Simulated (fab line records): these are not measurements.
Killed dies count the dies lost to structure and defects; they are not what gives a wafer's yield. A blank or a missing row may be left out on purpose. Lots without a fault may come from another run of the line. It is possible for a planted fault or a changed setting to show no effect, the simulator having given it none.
fab line records -- flow rit_cmos
record: lots: 5, wafers: 27
route steps=202 shown M1@184
start_h: hours from the record's first day to the start of the lot's first wafer shown -- wait_h: how many hours have passed since the lot's step before this one -- " unchanged from the row above -- L1.1+2: a row that stands for several wafers -- - no value present, or no start provided -- * or withheld: withheld -- < > ~ a bound
route shown NAME@n: a module of which the file shows steps, and the number in the route of the first -- usual: mean/standard deviation of fault-free wafers -- same: alike in all rows -- chamber/n: place in a boat -- sites: per-site readings -- _std_site: the standard deviation of these -- _edge_site: mean of outer sites minus mean of inner sites -- radius_mm: how far each site lies from the wafer's centre -- mask NAME#n: copy n -- behind: the most recent tool/chamber to have shaped the wafer -- hold: why the lot went on hold/how many hours it stayed there/how the hold came to an end -- device: which transistor (n, p or np) failed to switch -- end of line: at the end of the route, the tests of the same wafers -- for a step that has no rows: nothing shown but its recipe -- killed: at the first sort, the dies lost to defects and structure; wafer yield is something else -- map: a wafer's dies, marking killed ones x, the rest . and places with no die _
set.NAME: the setting as run; set.NAME@STEP: as run at that earlier step -- model.NAME: the simulator's own value behind a step, which no gauge read
one table per step and one row per wafer, for lots whose settings were changed on purpose
== steps ==
step: RIT_M1_SPUTTER_00
recipe: material: Al, target_thk_nm: 400, power_w: 2000, chamber_pressure_pa: 0.4, gas: Ar, time_s: 500, substrate_temp_c: 25
lot.wafer,tool,chamber,start_h,wait_h,set.time_s,model.Al_of_M1_SPUTTER_00.thk_nm
L075.2,pvd_sputter-03,-,57.30,0.0,500,396.1
L075.4,pvd_sputter-03,-,57.30,0.0,500,397.9
L075.6,pvd_sputter-03,-,57.30,0.0,500,397.8
L078.1,pvd_sputter-01,-,72.83,0.0,500,395.8
L078.2,pvd_sputter-01,-,72.83,0.0,500,400.1
L078.3,pvd_sputter-01,-,72.83,0.0,617.7,493.6
L078.4,pvd_sputter-01,-,72.83,0.0,617.7,485.7
L078.5,pvd_sputter-01,-,72.83,0.0,500,400.4
L078.6,pvd_sputter-01,-,72.83,0.0,617.7,490.6
L079.1,pvd_sputter-03,-,78.02,0.0,271.9,211.3
L079.2,pvd_sputter-03,-,78.02,0.0,271.9,212.5
L079.3,pvd_sputter-03,-,78.02,0.0,500,393.9
L079.4,pvd_sputter-03,-,78.02,0.0,500,395.8
L079.5,pvd_sputter-03,-,78.02,0.0,500,393.1
L079.6,pvd_sputter-03,-,78.02,0.0,271.9,209.8
L084.1,pvd_sputter-01,-,103.09,0.0,500,390
L084.2,pvd_sputter-01,-,103.09,0.0,237,188.8
L084.3,pvd_sputter-01,-,103.09,0.0,500,395.6
L084.4,pvd_sputter-01,-,103.09,0.0,500,395.8
L084.5,pvd_sputter-01,-,103.09,0.0,237,181.9
L084.6,pvd_sputter-01,-,103.09,0.0,237,186.3
L085.1,pvd_sputter-03,-,107.49,0.0,606.8,479.6
L085.2,pvd_sputter-03,-,107.49,0.0,500,390.8
L085.3,pvd_sputter-03,-,107.49,0.0,500,395.5
L085.4,pvd_sputter-03,-,107.49,0.0,500,394.3
L085.5,pvd_sputter-03,-,107.49,0.0,606.8,482.3
L085.6,pvd_sputter-03,-,107.49,0.0,606.8,476
step: RIT_M1_RS_MEAS_01
recipe: thk_meas_gauge: four-point-probe, reads: Al_of_M1_SPUTTER_00
usual: M1_AL_RS: 0.0738/0.00074
lot.wafer,tool,chamber,start_h,wait_h,set.time_s@M1_SPUTTER_00,M1_AL_RS[ohm/sq]
L075.2,film_metro-03,-,57.61,0.2,500,0.0741
L075.4,film_metro-03,-,57.61,0.2,500,0.0738
L075.6,film_metro-03,-,57.61,0.2,500,0.0738
L078.1,film_metro-04,-,73.13,0.1,500,0.0742
L078.2,film_metro-04,-,73.13,0.1,500,0.0733
L078.3,film_metro-04,-,73.13,0.1,617.7,0.0592
L078.4,film_metro-04,-,73.13,0.1,617.7,0.0602
L078.5,film_metro-04,-,73.13,0.1,500,0.0734
L078.6,film_metro-04,-,73.13,0.1,617.7,0.0596
L079.1,film_metro-04,-,78.32,0.1,271.9,0.1429
L079.2,film_metro-04,-,78.32,0.1,271.9,0.1420
L079.3,film_metro-04,-,78.32,0.1,500,0.0744
L079.4,film_metro-04,-,78.32,0.1,500,0.0742
L079.5,film_metro-04,-,78.32,0.1,500,0.0747
L079.6,film_metro-04,-,78.32,0.1,271.9,0.1438
L084.1,film_metro-04,-,103.38,0.1,500,0.0752
L084.2,film_metro-04,-,103.38,0.1,237,0.1613
L084.3,film_metro-04,-,103.38,0.1,500,0.0743
L084.4,film_metro-04,-,103.38,0.1,500,0.0742
L084.5,film_metro-04,-,103.38,0.1,237,0.1679
L084.6,film_metro-04,-,103.38,0.1,237,0.1635
L085.1,film_metro-03,-,107.79,0.1,606.8,0.0609
L085.2,film_metro-03,-,107.79,0.1,500,0.0750
L085.3,film_metro-03,-,107.79,0.1,500,0.0741
L085.4,film_metro-03,-,107.79,0.1,500,0.0746
L085.5,film_metro-03,-,107.79,0.1,606.8,0.0607
L085.6,film_metro-03,-,107.79,0.1,606.8,0.0614
step: RIT_M1_THK_MEAS_02
recipe: thk_meas_gauge: xrf, reads: Al_of_M1_SPUTTER_00
usual: M1_AL_THK: 400/3.9
lot.wafer,tool,chamber,start_h,wait_h,set.time_s@M1_SPUTTER_00,M1_AL_THK[nm]
L075.2,film_metro-03,-,57.72,0.1,500,400
L075.4,film_metro-03,-,57.72,0.1,500,401
L075.6,film_metro-03,-,57.72,0.1,500,400
L078.1,film_metro-04,-,73.25,0.1,500,399
L078.2,film_metro-04,-,73.25,0.1,500,404
L078.3,film_metro-04,-,73.25,0.1,617.7,498
L078.4,film_metro-04,-,73.25,0.1,617.7,491
L078.5,film_metro-04,-,73.25,0.1,500,406
L078.6,film_metro-04,-,73.25,0.1,617.7,496
L079.1,film_metro-04,-,78.44,0.1,271.9,214
L079.2,film_metro-04,-,78.44,0.1,271.9,216
L079.3,film_metro-04,-,78.44,0.1,500,398
L079.4,film_metro-04,-,78.44,0.1,500,402
L079.5,film_metro-04,-,78.44,0.1,500,398
L079.6,film_metro-04,-,78.44,0.1,271.9,211
L084.1,film_metro-04,-,103.50,0.1,500,393
L084.2,film_metro-04,-,103.50,0.1,237,190
L084.3,film_metro-04,-,103.50,0.1,500,397
L084.4,film_metro-04,-,103.50,0.1,500,397
L084.5,film_metro-04,-,103.50,0.1,237,183
L084.6,film_metro-04,-,103.50,0.1,237,187
L085.1,film_metro-03,-,107.91,0.1,606.8,484
L085.2,film_metro-03,-,107.91,0.1,500,392
L085.3,film_metro-03,-,107.91,0.1,500,399
L085.4,film_metro-03,-,107.91,0.1,500,397
L085.5,film_metro-03,-,107.91,0.1,606.8,487
L085.6,film_metro-03,-,107.91,0.1,606.8,478
step: RIT_M1_HMDS_03
recipe: prime_time_s: 60, prime_temp_c: 140
step: RIT_M1_COAT_04
recipe: resist: NOVOLAK, spin_rpm: 2000, resist_thk_nm: 1300
step: RIT_M1_HARDBAKE_11
recipe: resist: NOVOLAK, temp_c: 140, time_s: 120
step: RIT_M1_METAL_ETCH_12
recipe: stop_on: SiO2, chemistry: Cl2/BCl3, target: Al, time_s: 165, over_etch_frac: 0.5, pressure_mtorr: 100, target_depth_a: 6000, rf_w: 250, Cl2_flow_sccm: 60, bcl3_flow_sccm: 50
usual: oes_product_au: 0.787/0.0097
lot.wafer,tool,chamber,start_h,wait_h,set.time_s@M1_SPUTTER_00,oes_product_au
L075.2,rie_metal-01,1,59.16,0.2,500,0.790
L075.4,rie_metal-01,0,59.16,0.2,500,0.787
L075.6,rie_metal-01,0,59.16,0.2,500,0.794
L078.1,rie_metal-01,0,74.59,0.2,500,0.792
L078.2,rie_metal-01,1,74.59,0.2,500,0.804
L078.3,rie_metal-01,0,74.59,0.2,617.7,0.892
L078.4,rie_metal-01,1,74.59,0.2,617.7,0.888
L078.5,rie_metal-01,0,74.59,0.2,500,0.801
L078.6,rie_metal-01,1,74.59,0.2,617.7,0.902
L079.1,rie_metal-03,0,79.91,0.2,271.9,0.578
L079.2,rie_metal-03,1,79.91,0.2,271.9,0.583
L079.3,rie_metal-03,0,79.91,0.2,500,0.790
L079.4,rie_metal-03,1,79.91,0.2,500,0.782
L079.5,rie_metal-03,0,79.91,0.2,500,0.782
L079.6,rie_metal-03,1,79.91,0.2,271.9,0.573
L084.1,rie_metal-01,0,105.00,0.2,500,0.789
L084.2,rie_metal-01,1,105.00,0.2,237,0.561
L084.3,rie_metal-01,0,105.00,0.2,500,0.785
L084.4,rie_metal-01,1,105.00,0.2,500,0.803
L084.5,rie_metal-01,0,105.00,0.2,237,0.541
L084.6,rie_metal-01,1,105.00,0.2,237,0.559
L085.1,rie_metal-03,1,109.25,0.2,606.8,0.879
L085.2,rie_metal-03,0,109.25,0.2,500,0.776
L085.3,rie_metal-03,1,109.25,0.2,500,0.782
L085.4,rie_metal-03,0,109.25,0.2,500,0.777
L085.5,rie_metal-03,1,109.25,0.2,606.8,0.885
L085.6,rie_metal-03,0,109.25,0.2,606.8,0.864
step: RIT_M1_STRIP_13
recipe: chemistry: nmp, resist: NOVOLAK, temp_c: 80, time_s: 600, dry: n2_spin
step: RIT_M1_STRIP_14
recipe: chemistry: O2, time_s: 180, platen_temp_c: withheld, power_w: 500, pressure_mtorr: 4000, o2_flow_sccm: 4000
step: RIT_M1_ANNEAL_15
recipe: temp_c: 450, time_s: 1800, ambient: forming_gas_H2N2
step: RIT_M1_PROBE_99
lot.wafer,tool,chamber,start_h,wait_h,set.develop_time_s@GATE_DEVELOP_15,model.etest.pmos_0p15.r_on_ohm_um,model.etest.nmos_0p15.r_on_ohm_um,model.etest.pmos_turned.r_on_ohm_um,model.etest.pmos_0p3.r_on_ohm_um,model.etest.nmos_0p3.r_on_ohm_um,model.etest.npoly_line.line_ohm_um,model.etest.ppoly_line.line_ohm_um
L075.2,prober-01,-,61.48,0.1,50,2672,1148,3301,6202,2176,171.1,164.2
L075.4,prober-01,-,61.58,0.2,50,2630,1122,3222,6194,2171,170.3,162.8
L075.6,prober-01,-,61.68,0.2,50,2692,1142,3306,6160,2195,170.8,162.4
L078.1,prober-02,-,76.88,0.1,50,2259,973.9,2662,5770,2019,154.6,149.3
L078.3,prober-02,-,76.98,0.2,50,2359,1054,2820,5994,2110,140.8,134.2
L078.6,prober-02,-,77.13,0.2,50,2329,1004,2762,5871,2043,152.8,147.4
L079.1,prober-01,-,82.18,0.1,40.51,3452,1351,3925,7120,2453,111.5,108.8
L079.2,prober-01,-,82.23,0.1,50,2476,1034,2940,6160,2153,161.3,153.7
L079.5,prober-01,-,82.38,0.2,40.51,3495,1407,3992,7117,2498,99.84,98.84
L084.1,prober-02,-,107.27,0.1,50,2454,1076,2908,5979,2113,159.6,156.5
L084.2,prober-02,-,107.32,0.1,50,2459,1094,2950,5961,2162,138.7,137.7
L084.3,prober-02,-,107.37,0.2,31.22,4364,1686,4803,7794,2713,83.53,80.74
L084.4,prober-02,-,107.42,0.2,31.22,4452,1740,4901,8000,2796,68.5,67.59
L084.5,prober-02,-,107.47,0.2,31.22,4358,1669,4810,7751,2711,81.64,80.58
L084.6,prober-02,-,107.52,0.2,50,2500,1122,2971,5968,2190,138,134.7
L085.1,prober-01,-,111.51,0.1,75.72,-,-,3066,5535,2078,661.9,634.8
L085.2,prober-01,-,111.56,0.1,50,3694,1533,5048,7218,2547,171.5,166.8
L085.3,prober-01,-,111.61,0.2,50,3289,1278,4490,6895,2335,157.6,151.1
L085.4,prober-01,-,111.66,0.2,75.72,-,-,2515,5072,1824,664.9,622.2
L085.5,prober-01,-,111.71,0.2,75.72,-,-,3070,5600,2104,685.1,667.1
L085.6,prober-01,-,111.76,0.2,50,3217,1252,4350,6845,2323,173.2,163.6
killed by level:class
L075.2 GATE:geometric_particle:open=4 SPACER:geometric_particle:short=3 SPACER:geometric_particle:open=1 SILICIDE:geometric_particle:open=1
L075.4 FOX1:geometric_particle:open=1 GATE:geometric_particle:short=1 GATE:geometric_particle:open=1 SPACER:geometric_particle:open=1 SPACER:geometric_particle:short=1 SILICIDE:geometric_particle:short=1 NRETRO:coat_microbubble_printed=1
L075.6 GATE:geometric_particle:open=2 REOX:geometric_particle:open=2 FOX1:geometric_particle:open=1 GATE:geometric_particle:short=1 SPACER:geometric_particle:short=1
== key ==
split: step: RIT_M1_SPUTTER_00, setting: time_s, stated: 500, by: wafer
response: step: RIT_M1_SPUTTER_00, reading: model.Al_of_M1_SPUTTER_00.thk_nm, change: +3.97, per: 1%, r: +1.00
response: step: RIT_M1_RS_MEAS_01, reading: M1_AL_RS, change: -0.00144, per: 1%, r: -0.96
response: step: RIT_M1_THK_MEAS_02, reading: M1_AL_THK, change: +4.01, per: 1%, r: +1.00
response: step: RIT_M1_METAL_ETCH_12, reading: oes_product_au, change: +0.00449, per: 1%, r: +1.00
split outside_this_file step=RIT_GATE_DEVELOP_15 setting=develop_time_s
split outside_this_file: this setting was split too, and the file shows its column; the key of that split is in another file
